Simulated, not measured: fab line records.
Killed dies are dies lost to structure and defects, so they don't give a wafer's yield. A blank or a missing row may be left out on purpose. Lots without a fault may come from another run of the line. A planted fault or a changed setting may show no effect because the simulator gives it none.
fab line records	flow rit-cmos
record lots=6	wafers=18	last-day=7
route steps=202 shown NLDD@103 PLDD@114 M1@202
lots untouched by any fault: they come from a run of this same line in which no faults occurred
start-h: start of the lot's first displayed wafer, in hours after the record's first day	wait-h: hours from the lot's prior step to this one	" as in the row above	L1.1+2: one row covering several wafers at once	- either no value or no given start	* or withheld: withheld	< > ~ a bound
route shown NAME@n: NAME is a module with steps in the file, n the number in the route of the first one	usual: average and standard deviation across the fault-free wafers	same: alike in all rows	chamber/n: place in a boat	sites: readings site by site	_std_site: standard deviation of those values	_edge_site: outer sites' mean less inner sites'	radius-mm: for every site, how far away it sits from the centre of the wafer	mask NAME#n: copy n	behind: the last tool/chamber to shape the wafer	hold: reason for holding the lot/hours on hold/outcome of the hold	device: names the non-switching transistor (n, p or np)	end of line: tests of these same wafers at the route's end	a step with no rows: only its recipe	killed: count of dies lost to structure and defects at first sort (not the wafer's yield)	map: the dies of a wafer, with x for killed, . for not killed, _ for no die there
set.NAME: the setting as run; set.NAME@STEP: as run at that earlier step	model.NAME: the simulator's own value behind a step, which no gauge read
certain route steps with their lots: each step a table, each wafer a row
services: the hour from which a tool's chamber was out of use, counted from the record's first day as start-h (under 0 if before that day), plus the number of hours and why
## steps
# step RIT_NLDD_HMDS_00
# recipe prime-time-s=60	prime-temp-c=140
# step RIT_NLDD_COAT_01
# recipe resist=NOVOLAK	spin-rpm=3250	resist-thk-nm=1000
# step RIT_NLDD_SOFTBAKE_02
# recipe resist=NOVOLAK	temp-c=90	time-s=60
# step RIT_NLDD_EXPOSE_03
# recipe mask-id=M7	na=0.57	target-cd-nm=40700	dose-mj=250
# step RIT_NLDD_PEB_04
# recipe resist=NOVOLAK	temp-c=withheld	time-s=withheld
# step RIT_NLDD_DEVELOP_05
# recipe resist=NOVOLAK	develop-time-s=50	dev-temp-c=23
# step RIT_NLDD_OVL_MEAS_06
# usual NLDD_OVL=1.0/1.3
lot.wafer	tool	chamber	start-h	wait-h	NLDD_OVL[nm]
L970.1	overlay-01	-	47.25	-	1.1
L970.2	"	-	"	"	0.2
L970.3	"	-	"	"	0.6
L972.1	overlay-01	-	57.29	-	1.4
L972.2	"	-	"	"	1.6
L972.6	"	-	"	"	1.4
L976.1	overlay-02	-	76.58	-	0.6
L976.3	"	-	"	"	1.9
L976.6	"	-	"	"	-1.2
L977.1	overlay-02	-	82.21	-	1.7
L977.2	"	-	"	"	3.2
L977.4	"	-	"	"	2.9
L986.1	overlay-01	-	125.72	-	1.2
L986.3	"	-	"	"	1.9
L986.4	"	-	"	"	2.6
L992.4	overlay-02	-	155.66	-	0.7
L992.5	"	-	"	"	2.7
L992.6	"	-	"	"	1.9
# step RIT_NLDD_HARDBAKE_07
# recipe resist=NOVOLAK	temp-c=140	time-s=60
# step RIT_NLDD_IMPLANT_08
# recipe species=P	energy-kev=20	dose-cm2=5e+14	tilt-deg=7
# step RIT_NLDD_STRIP_09
# recipe chemistry=O2	time-s=180	resist=NOVOLAK	platen-temp-c=withheld	power-w=500	pressure-mtorr=4000	o2-flow-sccm=4000
# usual drypump-motor-current-A=5.4/0.57
lot.wafer	tool	chamber	start-h	wait-h	drypump-motor-current-A	rf-hours-counter-h
L970.1	plasma-asher-02	0	47.59	0.1	5.3	40
L970.2	"	1	"	"	6.6	40
L970.3	"	1	"	"	6.6	-
L972.1	plasma-asher-04	1	57.63	0.1	4.7	28
L972.2	"	0	"	"	5.7	28
L972.6	"	0	"	"	5.7	-
L976.1	plasma-asher-01	1	76.92	0.1	5.3	42
L976.3	"	1	"	"	5.3	-
L976.6	"	0	"	"	5.2	-
L977.1	plasma-asher-04	0	82.54	0.1	5.7	31
L977.2	"	1	"	"	4.7	31
L977.4	"	0	"	"	5.7	-
L986.1	plasma-asher-04	1	126.06	0.1	4.7	36
L986.3	"	0	"	"	5.7	-
L986.4	"	1	"	"	4.7	-
L992.4	plasma-asher-04	0	156.03	0.1	5.7	-
L992.5	"	0	"	"	5.7	-
L992.6	"	1	"	"	4.7	-
# step RIT_NLDD_TW_MEAS_10
# usual NLDD_TW=2495/16
lot.wafer	tool	chamber	start-h	wait-h	NLDD_TW
L970.1	film-metro-04	-	47.76	0.1	2495
L970.2	"	-	"	"	2510
L970.3	"	-	"	"	2511
L972.1	film-metro-02	-	57.81	0.1	2512
L972.2	"	-	"	"	2508
L972.6	"	-	"	"	2528
L976.1	film-metro-01	-	77.09	0.1	2478
L976.3	"	-	"	"	2491
L976.6	"	-	"	"	2482
L977.1	film-metro-04	-	82.72	0.1	2513
L977.2	"	-	"	"	2522
L977.4	"	-	"	"	2505
L986.1	film-metro-01	-	126.23	0.1	2499
L986.3	"	-	"	"	2486
L986.4	"	-	"	"	2494
L992.4	film-metro-01	-	156.18	0.1	2486
L992.5	"	-	"	"	2495
L992.6	"	-	"	"	2500
# step RIT_PLDD_HMDS_00
# recipe prime-time-s=60	prime-temp-c=140
# step RIT_PLDD_COAT_01
# recipe resist=NOVOLAK	spin-rpm=3250	resist-thk-nm=1000
# usual spin-speed-rpm=3250.0/2.1
lot.wafer	tool	chamber	start-h	wait-h	spin-speed-rpm	model.NOVOLAK_of_PLDD_COAT_01.thk-nm
L970.1	litho-track-04	0	47.97	0.1	3249.0	1000
L970.2	"	0	"	"	3248.2	1001
L970.3	"	0	"	"	3251.9	998.2
L972.1	litho-track-04	0	58.02	0.1	3251.1	1001
L972.2	"	0	"	"	3249.6	1004
L972.6	"	0	"	"	3251.1	1001
L976.1	litho-track-03	0	77.30	0.1	3177.0	1013
L976.3	"	0	"	"	3183.3	1013
L976.6	"	0	"	"	3179.9	1012
L977.1	litho-track-03	0	83.07	0.1	3174.6	1012
L977.2	"	0	"	"	3179.3	1013
L977.4	"	0	"	"	3181.4	1014
L986.1	litho-track-04	0	126.57	0.1	3249.8	999.8
L986.3	"	0	"	"	3248.5	993.8
L986.4	"	0	"	"	3251.4	996.7
L992.4	litho-track-01	0	156.43	0.1	3251.8	1001
L992.5	"	0	"	"	3251.0	1003
L992.6	"	0	"	"	3249.1	1001
# step RIT_PLDD_SOFTBAKE_02
# recipe resist=NOVOLAK	temp-c=90	time-s=60
# step RIT_PLDD_EXPOSE_03
# recipe mask-id=M8	na=0.57	target-cd-nm=40900	dose-mj=250
# step RIT_PLDD_PEB_04
# recipe resist=NOVOLAK	temp-c=withheld	time-s=withheld
# step RIT_PLDD_DEVELOP_05
# recipe resist=NOVOLAK	develop-time-s=50	dev-temp-c=23
# step RIT_PLDD_OVL_MEAS_06
# usual PLDD_OVL=0.0/1.4
lot.wafer	tool	chamber	start-h	wait-h	PLDD_OVL[nm]
L970.1	overlay-02	-	48.67	-	0.2
L970.2	"	-	"	"	-0.3
L970.3	"	-	"	"	-1.9
L972.1	overlay-02	-	58.84	-	0.9
L972.2	"	-	"	"	0.5
L972.6	"	-	"	"	-0.9
L976.1	overlay-02	-	78.13	-	0.8
L976.3	"	-	"	"	0.8
L976.6	"	-	"	"	1.8
L977.1	overlay-02	-	83.89	-	1.0
L977.2	"	-	"	"	2.0
L977.4	"	-	"	"	2.1
L986.1	overlay-01	-	127.27	-	0.3
L986.3	"	-	"	"	0.9
L986.4	"	-	"	"	-0.6
L992.4	overlay-01	-	157.20	-	-1.7
L992.5	"	-	"	"	0.4
L992.6	"	-	"	"	-1.0
# step RIT_PLDD_HARDBAKE_07
# recipe resist=NOVOLAK	temp-c=140	time-s=60
lot.wafer	tool	chamber	start-h	wait-h	model.NOVOLAK_of_PLDD_COAT_01.thk-nm
L970.1	litho-track-04	0	48.71	0.0	884.2
L970.2	"	0	"	"	884.3
L970.3	"	0	"	"	882.2
L972.1	litho-track-04	0	59.04	0.2	884.8
L972.2	"	0	"	"	887.2
L972.6	"	0	"	"	884.9
L976.1	litho-track-01	0	78.16	0.0	894.9
L976.3	"	0	"	"	895.3
L976.6	"	0	"	"	894
L977.1	litho-track-03	0	83.93	0.0	894.4
L977.2	"	0	"	"	894.8
L977.4	"	0	"	"	895.7
L986.1	litho-track-01	0	127.31	0.0	883.6
L986.3	"	0	"	"	878.4
L986.4	"	0	"	"	880.9
L992.4	litho-track-01	0	157.30	0.1	884.6
L992.5	"	0	"	"	886.2
L992.6	"	0	"	"	884.3
# step RIT_PLDD_IMPLANT_08
# recipe species=BF2	energy-kev=20	dose-cm2=9e+14	tilt-deg=7
# step RIT_M1_PROBE_99
# usual killed-at-contacts=0.1/0.36	killed-at-front-end=7/3.4	killed-dies=7/3.4	killed-open=3.3/2	killed-short=3.8/2.4
# same gross-dies=264	killed_at_M0_to_M3=0	killed_at_M4_up=0	killed-at-back-side=0	killed-at-other=0
lot.wafer	tool	chamber	start-h	wait-h	killed-at-contacts	killed-at-front-end	killed-dies	killed-open	killed-short
L977.1	prober-02	-	97.85	0.1	0	6	6	2	4
L977.2	prober-02	-	97.90	0.1	0	13	13	8	5
L977.4	prober-02	-	98.00	0.2	0	7	7	3	4
L986.1	prober-01	-	141.59	0.1	0	6	6	3	3
L986.3	prober-01	-	141.69	0.2	0	4	4	2	2
L986.4	prober-01	-	141.74	0.2	0	8	8	5	3
# killed by level:class
L977.1 REOX:geometric-particle:short=2 FOX1:geometric-particle:short=1 SPACER:geometric-particle:open=1 SPACER:geometric-particle:short=1 SILICIDE:geometric-particle:open=1
L977.2 GATE:geometric-particle:open=4 GATE:geometric-particle:short=3 REOX:geometric-particle:short=2 SPACER:geometric-particle:open=2 FOX1:geometric-particle:open=1 FOX2:geometric-particle:open=1
L977.4 REOX:geometric-particle:short=3 REOX:geometric-particle:open=2 SPACER:geometric-particle:open=1 SPACER:geometric-particle:short=1
L986.1 GATE:geometric-particle:open=3 FOX1:geometric-particle:short=2 REOX:geometric-particle:short=1
L986.3 FOX1:geometric-particle:short=1 FOX1:geometric-particle:open=1 SPACER:geometric-particle:open=1 SILICIDE:geometric-particle:short=1
L986.4 GATE:geometric-particle:short=3 GATE:geometric-particle:open=3 SPACER:geometric-particle:open=1 SILICIDE:geometric-particle:open=1
## services
tool	chamber	start-h	hours	kind
plasma-asher-01	-	53.02	4.2	repair
litho-track-04	-	121.97	-	consumable-replace:filter
## key
first-sign step=RIT_PLDD_COAT_01	reading=spin-speed-rpm	direction=down	sigmas=34	usual=3250.0	struck=3179.2
effect none on later readings
model-effect step=RIT_PLDD_COAT_01	value=NOVOLAK_of_PLDD_COAT_01.thk-nm	without=1002	struck=1013
model-effect step=RIT_PLDD_HARDBAKE_07	value=NOVOLAK_of_PLDD_COAT_01.thk-nm	without=885.3	struck=894.8
met-at RIT_PLDD_COAT_01
struck-wafers L976.1,L976.3,L976.6,L977.1,L977.2,L977.4
tester-left-out L976,L977
fault kind=process-parameter-drift	tool=litho-track-03	chamber=-	onset-h=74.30	steps=RIT_PLDD_COAT_01	channel=spin-rpm	offset=-69.957	shape=step	end-h=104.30	acts-in=these-recipes-only	stated=3250
# tester-left-out: of these lots the tester's yield and bins aren't shown, on N5 and GAA mostly nor the transistor test; their killed dies are dies lost to structure and defects alone, not to doping, threshold or leakage, so they don't give the yield
